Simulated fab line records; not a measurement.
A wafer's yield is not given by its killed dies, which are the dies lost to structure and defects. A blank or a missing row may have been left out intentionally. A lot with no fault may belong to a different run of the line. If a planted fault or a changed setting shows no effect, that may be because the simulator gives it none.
The tool behind it: which one? || flow berkeleyCmos170 || Sampling: 14 lots, 42 wafers, 6 of 331 route steps

== WHAT THE GAUGES READ, wafer by wafer ==
UCB170_NWELL_OVL_MEAS_12.
{"lot": "L113", "measured": "day 2 15:54", "on": "overlay-01", "NWELL_OVL (nm)": "-16 -3 -4"}
{"lot": "L114", "measured": "day 2 21:01", "on": "overlay-01", "NWELL_OVL (nm)": "0 3 -5"}
{"lot": "L115", "measured": "day 2 21:25", "on": "overlay-01", "NWELL_OVL (nm)": "5 0 2"}
{"lot": "L118", "measured": "day 3 12:42", "on": "overlay-01", "NWELL_OVL (nm)": "2 0 0"}
{"lot": "L119", "measured": "day 3 22:19", "on": "overlay-02", "NWELL_OVL (nm)": "-7 -9 4"}
{"lot": "L120", "measured": "day 3 22:26", "on": "overlay-02", "NWELL_OVL (nm)": "2 3 5"}
{"lot": "L121", "measured": "day 4 06:20", "on": "overlay-01", "NWELL_OVL (nm)": "-10 -1 -6"}
{"lot": "L124", "measured": "day 4 15:32", "on": "overlay-02", "NWELL_OVL (nm)": "0 1 -2"}
{"lot": "L123", "measured": "day 4 15:44", "on": "overlay-02", "NWELL_OVL (nm)": "-9 -4 -11"}
{"lot": "L128", "measured": "day 5 08:17", "on": "overlay-01", "NWELL_OVL (nm)": "2 3 9"}
{"lot": "L130", "measured": "day 6 00:58", "on": "overlay-01", "NWELL_OVL (nm)": "-10 -10 -11"}
{"lot": "L134", "measured": "day 6 21:49", "on": "overlay-01", "NWELL_OVL (nm)": "0 6 5"}
{"lot": "L135", "measured": "day 7 06:17", "on": "overlay-01", "NWELL_OVL (nm)": "10 0 6"}
{"lot": "L136", "measured": "day 7 06:34", "on": "overlay-02", "NWELL_OVL (nm)": "5 11 1"}

UCB170_FIELD_THK_MEAS_90.
{"lot": "L113", "measured": "day 5 11:11", "on": "filmMetro-04", "FIELD_OXIDE_LEFT_1_THK (nm)": "439 440 436"}
{"lot": "L114", "measured": "day 5 23:03", "on": "filmMetro-03", "FIELD_OXIDE_LEFT_1_THK (nm)": "406 410 406"}
{"lot": "L115", "measured": "day 5 23:05", "on": "filmMetro-02", "FIELD_OXIDE_LEFT_1_THK (nm)": "417 418 424"}
{"lot": "L118", "measured": "day 6 11:42", "on": "filmMetro-03", "FIELD_OXIDE_LEFT_1_THK (nm)": "426 418 419"}
{"lot": "L119", "measured": "day 6 23:26", "on": "filmMetro-03", "FIELD_OXIDE_LEFT_1_THK (nm)": "440 439 436"}
{"lot": "L120", "measured": "day 6 23:27", "on": "filmMetro-04", "FIELD_OXIDE_LEFT_1_THK (nm)": "428 427 421"}
{"lot": "L121", "measured": "day 7 09:25", "on": "filmMetro-04", "FIELD_OXIDE_LEFT_1_THK (nm)": "441 432 444"}
{"lot": "L124", "measured": "day 7 15:48", "on": "filmMetro-04", "FIELD_OXIDE_LEFT_1_THK (nm)": "446 447 440"}
{"lot": "L123", "measured": "day 7 15:48", "on": "filmMetro-03", "FIELD_OXIDE_LEFT_1_THK (nm)": "449 451 450"}
{"lot": "L128", "measured": "day 8 16:40", "on": "filmMetro-04", "FIELD_OXIDE_LEFT_1_THK (nm)": "427 425 436"}
{"lot": "L130", "measured": "day 9 07:58", "on": "filmMetro-03", "FIELD_OXIDE_LEFT_1_THK (nm)": "434 455 450"}
{"lot": "L134", "measured": "day 10 19:40", "on": "filmMetro-03", "FIELD_OXIDE_LEFT_1_THK (nm)": "441 436 437"}
{"lot": "L135", "measured": "day 10 19:39", "on": "filmMetro-04", "FIELD_OXIDE_LEFT_1_THK (nm)": "454 453 444"}
{"lot": "L136", "measured": "day 10 19:39", "on": "filmMetro-02", "FIELD_OXIDE_LEFT_1_THK (nm)": "458 446 450"}

UCB170_NLDD_TW_MEAS_11.
{"lot": "L113", "measured": "day 7 04:03", "on": "filmMetro-03", "NLDD_TW": "2229 2229 2226"}
{"lot": "L114", "measured": "day 7 18:49", "on": "filmMetro-01", "NLDD_TW": "2177 2178 2185"}
{"lot": "L115", "measured": "day 7 18:38", "on": "filmMetro-02", "NLDD_TW": "2235 2238 2230"}
{"lot": "L118", "measured": "day 8 06:49", "on": "filmMetro-02", "NLDD_TW": "2206 2217 2213"}
{"lot": "L119", "measured": "day 8 20:28", "on": "filmMetro-01", "NLDD_TW": "2198 2194 2191"}
{"lot": "L120", "measured": "day 8 19:55", "on": "filmMetro-02", "NLDD_TW": "2217 2221 2212"}
{"lot": "L121", "measured": "day 9 03:08", "on": "filmMetro-02", "NLDD_TW": "2102 2106 2107 2116 2118 2114"}
{"lot": "L124", "measured": "day 9 08:20", "on": "filmMetro-02", "NLDD_TW": "2223 2219 2221"}
{"lot": "L123", "measured": "day 9 09:05", "on": "filmMetro-01", "NLDD_TW": "2084 2085 2080 2076 2083 2078"}
{"lot": "L128", "measured": "day 10 16:18", "on": "filmMetro-03", "NLDD_TW": "2222 2230 2247"}
{"lot": "L130", "measured": "day 11 07:20", "on": "filmMetro-01", "NLDD_TW": "2194 2187 2192"}
{"lot": "L134", "measured": "day 12 19:52", "on": "filmMetro-03", "NLDD_TW": "2208 2228 2221"}
{"lot": "L135", "measured": "day 12 19:46", "on": "filmMetro-01", "NLDD_TW": "2200 2210 2190"}
{"lot": "L136", "measured": "day 12 19:39", "on": "filmMetro-02", "NLDD_TW": "2219 2211 2210"}

UCB170_SDANNEAL_RS_MEAS_05: measurement is done with a four-point probe.
{"lot": "L113", "measured": "day 7 15:54", "on": "filmMetro-02", "NLDD_RS (ohm/sq)": "614.7 616.4 616.7"}
{"lot": "L114", "measured": "day 8 06:44", "on": "filmMetro-03", "NLDD_RS (ohm/sq)": "617.7 617.7 616.8"}
{"lot": "L115", "measured": "day 8 07:01", "on": "filmMetro-01", "NLDD_RS (ohm/sq)": "619.1 617.1 618.5"}
{"lot": "L118", "measured": "day 8 20:35", "on": "filmMetro-02", "NLDD_RS (ohm/sq)": "616.5 617.0 616.4"}
{"lot": "L119", "measured": "day 9 07:52", "on": "filmMetro-03", "NLDD_RS (ohm/sq)": "620.4 619.4 618.3"}
{"lot": "L120", "measured": "day 9 08:10", "on": "filmMetro-01", "NLDD_RS (ohm/sq)": "615.2 615.8 615.7"}
{"lot": "L121", "measured": "day 9 22:26", "on": "filmMetro-02", "NLDD_RS (ohm/sq)": "694.8 692.8 696.6 694.7 695.3 696.7"}
{"lot": "L124", "measured": "day 9 21:58", "on": "filmMetro-03", "NLDD_RS (ohm/sq)": "617.0 615.8 616.7"}
{"lot": "L123", "measured": "day 9 23:18", "on": "filmMetro-01", "NLDD_RS (ohm/sq)": "696.9 698.9 696.7 697.7 699.7 696.3"}
{"lot": "L128", "measured": "day 11 04:34", "on": "filmMetro-02", "NLDD_RS (ohm/sq)": "615.4 616.0 614.8"}
{"lot": "L130", "measured": "day 11 20:04", "on": "filmMetro-03", "NLDD_RS (ohm/sq)": "615.9 617.0 616.7"}
{"lot": "L134", "measured": "day 13 05:47", "on": "filmMetro-03", "NLDD_RS (ohm/sq)": "616.2 616.3 617.3"}
{"lot": "L135", "measured": "day 13 06:20", "on": "filmMetro-01", "NLDD_RS (ohm/sq)": "616.8 616.7 617.9"}
{"lot": "L136", "measured": "day 13 05:39", "on": "filmMetro-01", "NLDD_RS (ohm/sq)": "617.4 616.7 616.5"}

UCB170_M1_CD_MEAS_90: the cd target is 700 nm.
{"lot": "L113", "measured": "day 8 00:10", "on": "cdSem-01", "cdNm (nm)": "700.9 701.2 702.5"}
{"lot": "L114", "measured": "day 8 13:49", "on": "cdSem-02", "cdNm (nm)": "698.8 698.2 696.3"}
{"lot": "L115", "measured": "day 8 16:08", "on": "cdSem-01", "cdNm (nm)": "702.7 701.8 702.1"}
{"lot": "L118", "measured": "day 9 04:11", "on": "cdSem-01", "cdNm (nm)": "698.3 699.7 700.4"}
{"lot": "L119", "measured": "day 9 14:28", "on": "cdSem-02", "cdNm (nm)": "696.4 702.4 701.1"}
{"lot": "L120", "measured": "day 9 14:48", "on": "cdSem-02", "cdNm (nm)": "699.3 698.9 700.2"}
{"lot": "L124", "measured": "day 10 05:02", "on": "cdSem-02", "cdNm (nm)": "701.5 701.6 700.2"}
{"lot": "L128", "measured": "day 11 14:16", "on": "cdSem-01", "cdNm (nm)": "701.7 699.8 702.6"}
{"lot": "L130", "measured": "day 12 03:01", "on": "cdSem-02", "cdNm (nm)": "703.1 704.0 702.0"}
{"lot": "L134", "measured": "day 13 15:20", "on": "cdSem-02", "cdNm (nm)": "698.9 696.5 698.3"}
{"lot": "L135", "measured": "day 13 15:46", "on": "cdSem-02", "cdNm (nm)": "695.5 696.1 696.0"}
{"lot": "L136", "measured": "day 13 15:03", "on": "cdSem-02", "cdNm (nm)": "700.2 699.9 699.8"}

== WHAT TOOL EACH LOT RAN ON (gives the tool, then ch and the chambers of the sampled wafers, and finally the start) ==
{"lot": "L113", "UCB170_NLDD_IMPLANT_08": "implanter-04 ch 0, day 7 03:39"}
{"lot": "L114", "UCB170_NLDD_IMPLANT_08": "implanter-01 ch 0, day 7 18:25"}
{"lot": "L115", "UCB170_NLDD_IMPLANT_08": "implanter-04 ch 0, day 7 18:17"}
{"lot": "L118", "UCB170_NLDD_IMPLANT_08": "implanter-04 ch 0, day 8 06:26"}
{"lot": "L119", "UCB170_NLDD_IMPLANT_08": "implanter-04 ch 0, day 8 20:04"}
{"lot": "L120", "UCB170_NLDD_IMPLANT_08": "implanter-01 ch 0, day 8 19:33"}
{"lot": "L121", "UCB170_NLDD_IMPLANT_08": "implanter-04 ch 0, day 9 02:45"}
{"lot": "L124", "UCB170_NLDD_IMPLANT_08": "implanter-02 ch 0, day 9 07:57"}
{"lot": "L123", "UCB170_NLDD_IMPLANT_08": "implanter-04 ch 0, day 9 08:41"}
{"lot": "L128", "UCB170_NLDD_IMPLANT_08": "implanter-02 ch 0, day 10 15:55"}
{"lot": "L130", "UCB170_NLDD_IMPLANT_08": "implanter-02 ch 0, day 11 06:56"}
{"lot": "L134", "UCB170_NLDD_IMPLANT_08": "implanter-04 ch 0, day 12 19:28"}
{"lot": "L135", "UCB170_NLDD_IMPLANT_08": "implanter-01 ch 0, day 12 19:23"}
{"lot": "L136", "UCB170_NLDD_IMPLANT_08": "implanter-02 ch 0, day 12 19:17"}
- UCB170_NLDD_IMPLANT_08

== AS READ BY THE TOOLS THEMSELVES (means over the sampled wafers that have a number; for cases with no such wafer, the mark the record gives instead) ==
UCB170_NLDD_IMPLANT_08.
{"lot": "L113", "tool": "implanter-04", "beamEnergyKeV": 29.989, "doseIonsCm2": 5.006e+13, "faradayCurrentUA": 156}
{"lot": "L114", "tool": "implanter-01", "beamEnergyKeV": 29.991, "doseIonsCm2": 4.990e+13, "faradayCurrentUA": 162}
{"lot": "L115", "tool": "implanter-04", "beamEnergyKeV": 30.005, "doseIonsCm2": 4.995e+13, "faradayCurrentUA": 160}
{"lot": "L118", "tool": "implanter-04", "beamEnergyKeV": 30.009, "doseIonsCm2": 4.999e+13, "faradayCurrentUA": 159}
{"lot": "L119", "tool": "implanter-04", "beamEnergyKeV": 29.995, "doseIonsCm2": 5.003e+13, "faradayCurrentUA": 159}
{"lot": "L120", "tool": "implanter-01", "beamEnergyKeV": 29.992, "doseIonsCm2": 4.999e+13, "faradayCurrentUA": 155}
{"lot": "L121", "tool": "implanter-04", "beamEnergyKeV": 30.006, "doseIonsCm2": 3.351e+13, "faradayCurrentUA": 105}
{"lot": "L124", "tool": "implanter-02", "beamEnergyKeV": 30.004, "doseIonsCm2": 4.998e+13, "faradayCurrentUA": 156}
{"lot": "L123", "tool": "implanter-04", "beamEnergyKeV": 29.996, "doseIonsCm2": 3.348e+13, "faradayCurrentUA": 103}
{"lot": "L128", "tool": "implanter-02", "beamEnergyKeV": 30.004, "doseIonsCm2": 4.995e+13, "faradayCurrentUA": 157}
{"lot": "L130", "tool": "implanter-02", "beamEnergyKeV": 30.001, "doseIonsCm2": 5.002e+13, "faradayCurrentUA": 159}
{"lot": "L134", "tool": "implanter-04", "beamEnergyKeV": 30.014, "doseIonsCm2": 4.994e+13, "faradayCurrentUA": 160}
{"lot": "L135", "tool": "implanter-01", "beamEnergyKeV": 29.993, "doseIonsCm2": 5.004e+13, "faradayCurrentUA": 163}
{"lot": "L136", "tool": "implanter-02", "beamEnergyKeV": 29.998, "doseIonsCm2": 5.000e+13, "faradayCurrentUA": 159}

== THE ANSWER, worked out from the rows above alone ==
Rule: the usual values come from the lots themselves. Put in order of their means at a reading, lots are off if they are a third of the lots or fewer, leave a main group of 4 or more, and stand apart from it by a gap of 3 or more times the standard deviation of the main group's means; of several such gaps the widest counts. The tables above print the reading to a certain number of digits; a main group whose means all agree to those digits is not used. A lot without any number at a reading at which 4 lots or more have one is off too. The other lots that the step has rows for count as sound. First the gauges in route order, then the tools' own readings, where a lot's mean is used as printed above. The first step at which some lot is off is used, and at that step the reading that is off furthest; a lot without a number counts as furthest.
Off: L121, L123, seen at UCB170_NLDD_TW_MEAS_11 (NLDD_TW). The main group has a mean of 2212 with a standard deviation of 17.
If a tool, at a process step before that reading, ran all the lots that are off and no sound lot after the first of them, it fits. The gauges at UCB170_NLDD_TW_MEAS_11 aren't tried: what is off there is off at UCB170_NLDD_IMPLANT_08 too, on other tools, and a gauge's error can't cause that. Not one of the candidates tried fits.

== WHAT THE SIMULATOR HAD PUT IN ==
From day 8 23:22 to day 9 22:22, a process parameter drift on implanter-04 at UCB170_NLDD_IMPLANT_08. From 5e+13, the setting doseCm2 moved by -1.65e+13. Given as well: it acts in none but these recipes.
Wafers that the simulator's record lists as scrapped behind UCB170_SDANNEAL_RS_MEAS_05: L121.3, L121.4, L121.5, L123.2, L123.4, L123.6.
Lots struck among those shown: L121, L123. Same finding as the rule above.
